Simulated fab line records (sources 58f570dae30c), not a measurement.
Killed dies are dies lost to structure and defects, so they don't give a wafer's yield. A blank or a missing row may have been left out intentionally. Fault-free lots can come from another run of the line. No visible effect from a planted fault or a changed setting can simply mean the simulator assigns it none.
Chamber matching + flow berkeley_cmos170 + UCB170_PWELL_ETCH_14 on rie_diel-01 has 4 sister chambers
The step etches Si3N4 in CH3F/Ar/O2, stops on SiO2, target depth 242 nm, time 151 s. 14 wafers are shown with their chamber, then 7 later ones without.

EACH WAFER AND ITS CHAMBER
| wafer  | chamber | throttle_valve_pct (%) | oes_product_au (a.u.) |
|--------|---------|------------------------|-----------------------|
| L855.1 | 2       | 8.00                   | 0.946                 |
| L855.3 | 1       | 8.24                   | 0.940                 |
| L855.6 | 1       | 8.24                   | 0.950                 |
| L856.2 | 3       | 7.93                   | 0.949                 |
| L856.4 | 1       | 8.23                   | 0.945                 |
| L856.6 | 1       | 8.24                   | 0.944                 |
| L859.3 | 3       | 7.91                   | 0.940                 |
| L859.4 | 0       | 8.10                   | 0.925                 |
| L859.6 | 2       | 7.99                   | 0.959                 |
| L868.1 | 1       | 8.24                   | 0.936                 |
| L868.2 | 3       | 7.91                   | 0.929                 |
| L868.4 | 0       | 8.11                   | 0.916                 |
| L870.2 | 2       | 7.99                   | 0.945                 |
| L870.5 | 1       | 8.23                   | 0.936                 |

SIGNATURES (means of the wafers above)
| reading            | chamber 0 | chamber 1 | chamber 2 | chamber 3 | scatter within a chamber |
|--------------------|-----------|-----------|-----------|-----------|--------------------------|
| throttle_valve_pct | 8.1050    | 8.2367    | 7.9933    | 7.9167    | 0.00719                  |
| oes_product_au     | 0.92050   | 0.94183   | 0.95000   | 0.93933   | 0.00718                  |
Rule: for a wafer and a chamber, the distance is found by dividing, reading by reading, the gap between the wafer's reading and the chamber's mean by the reading's scatter, squaring, summing and taking the root. If the next closest chamber is less than 2 further off than the closest, the wafer can't be placed; otherwise it belongs to the closest. How the scatter is found: for the shown wafers, subtract from each reading the mean of its chamber, square and add these, divide the total by (wafers less chambers), then take the root.

WAFERS WITHOUT THEIR CHAMBER
| wafer  | throttle_valve_pct (%) | oes_product_au (a.u.) |
|--------|------------------------|-----------------------|
| L870.6 | 8.10                   | 0.923                 |
| L873.1 | 7.93                   | 0.937                 |
| L873.2 | 8.22                   | 0.939                 |
| L873.6 | 8.24                   | 0.939                 |
| L874.1 | 8.23                   | 0.937                 |
| L874.4 | 8.00                   | 0.938                 |
| L874.5 | 8.02                   | 0.938                 |

WHICH CHAMBER EACH WENT THROUGH
| wafer  | from the rows above | in truth |
|--------|---------------------|----------|
| L870.6 | 0                   | 0        |
| L873.1 | 3                   | 3        |
| L873.2 | 1                   | 1        |
| L873.6 | 1                   | 1        |
| L874.1 | 1                   | 1        |
| L874.4 | 2                   | 2        |
| L874.5 | 2                   | 2        |
Correct placement for 7 of the 7. Number that these rows cannot place: 0. Placed wrongly: 0.
